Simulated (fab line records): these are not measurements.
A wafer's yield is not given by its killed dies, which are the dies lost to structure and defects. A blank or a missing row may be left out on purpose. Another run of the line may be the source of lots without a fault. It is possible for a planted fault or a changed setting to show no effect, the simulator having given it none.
Struck lot and sound lot, side by side | flow berkeley-cmos170 | 17 steps out of a route of 331
Sound: the wafers L465.2, L465.4, L465.6. Wafers struck: L475.1, L475.3, L475.6. At the end, the cause is stated.
Per side, at each step with rows, come the tool, then ch with its chambers, and then its first start. Under that, the readings that differ: sound wafers | struck wafers | difference of the means | sigmas: that difference in standard deviations of wafers without a fault.
alike: words and numbers the same on both sides, and readings whose means are apart by under 2 such deviations; not compared: readings that were withheld, readings missing a value for some wafer, numbers with overlapping values and no deviation given by the record, and bounds like >300 which may hide the same value.
The two part at a step that has a row with sigmas, a row that says differs or no value, or rows on one side only. Non-overlapping numbers with no deviation appear without sigmas and do not part them. A reading missing from all wafers of one side parts the sides only when that side holds two or more wafers.

first, 1 step without rows for these wafers: UCB170_M3_SOFTBAKE_06 (time 60 s).
UCB170_M3_STRIP_07: strips in O2.
  sound on plasma-asher-04 ch 0,1, day 10 06:40; struck on plasma-asher-02 ch 0,1, day 11 19:45
  alike: drypump-motor-current-A, o2-flow-sccm, oes-product-au, strip-time-to-endpoint-s
  not compared: rf-hours-counter-h
then, 7 steps without rows for these wafers: UCB170_M3_STRIP_08 (strips KrF in DMSO, time 600 s); UCB170_M3_COAT_09; UCB170_M3_COAT_10 (resist thk 900 nm); UCB170_M3_SOFTBAKE_11 (time 60 s); UCB170_M3_EXPOSE_12 (exposes mask METAL3, target cd 700 nm); UCB170_M3_PEB_13; UCB170_M3_DEVELOP_14 (develop time 45 s).
UCB170_M3_CD_MEAS_15: the cd target is 700 nm.
  sound on cd-sem-02 at day 10 09:07; struck on cd-sem-02 at day 11 21:35
  alike: cd-nm
UCB170_M3_OVL_MEAS_16:
  sound on overlay-02 at day 10 09:13; struck on overlay-01 at day 11 21:42
  alike: M3_OVL
UCB170_M3_ETCH_17: etches BARC in N2/H2.
  sound on rie-diel-02 ch 0,2,3, day 10 09:15; struck on rie-diel-01 ch 2,3, day 11 21:44
  alike: drypump-motor-current-A, oes-product-au, throttle-valve-pct
UCB170_M3_METAL_ETCH_18: etches Al in Cl2/BCl3, stops on SiO2, target depth 1170 nm, time 195 s.
  sound on rie-metal-04 ch 1, day 10 09:17; struck on rie-metal-04 ch 0,1, day 11 21:47
  reading                             | sound             | struck            | difference | sigmas
  model.KrF_of_M3_COAT_10.thk-nm (nm) | 203.4 203.5 200   | 0 0 0             | -202       |
  model.M3.feature-depth-nm (nm)      | 958.2 958.2 962.2 | 991.2 988.8 986.1 | +29.2      |
  model.SiO2_of_V2_CVD_00.thk-nm (nm) | 939.3 939.3 937.7 | 913.1 907.9 908.8 | -28.8      |
  alike: drypump-motor-current-A, oes-product-au, throttle-valve-pct
  not compared: rf-hours-counter-h
UCB170_M3_STRIP_19: strips in O2.
  sound on plasma-asher-04 ch 0,1, day 10 09:29; struck on plasma-asher-01 ch 0,1, day 11 21:58
  reading               | sound             | struck            | difference | sigmas
  oes-product-au (a.u.) | 0.536 0.532 0.534 | 0.311 0.318 0.319 | -0.218     | -16
  alike: drypump-motor-current-A, o2-flow-sccm
  not compared: rf-hours-counter-h
UCB170_M3_CD_MEAS_90: the cd target is 700 nm.
  sound on cd-sem-01 at day 10 09:36; struck on cd-sem-02 at day 11 22:04
  reading    | sound       | struck      | difference | sigmas
  cd-nm (nm) | 704 706 706 | 681 679 679 | -26        | -8
UCB170_M3_BOW_MEAS_20:
  sound on film-metro-04 at day 10 09:43; struck on film-metro-01 at day 11 22:11
  alike: M3_BOW
UCB170_M3_PROBE_99:
  sound on prober-02 at day 10 09:52; struck on prober-02 at day 11 22:19
  reading                               | sound                      | struck                     | difference | sigmas
  model.etest.antenna-m3.vt-shift-v (V) | -0.01387 -0.01196 -0.01687 | -0.02259 -0.02913 -0.02685 | -0.01196   |

## WHERE THEY PART
First at UCB170_M3_STRIP_19; last, within this record, at UCB170_M3_CD_MEAS_90. Later steps at which nothing parts them and some readings are alike: UCB170_M3_BOW_MEAS_20.

WHY: what the simulator had put in
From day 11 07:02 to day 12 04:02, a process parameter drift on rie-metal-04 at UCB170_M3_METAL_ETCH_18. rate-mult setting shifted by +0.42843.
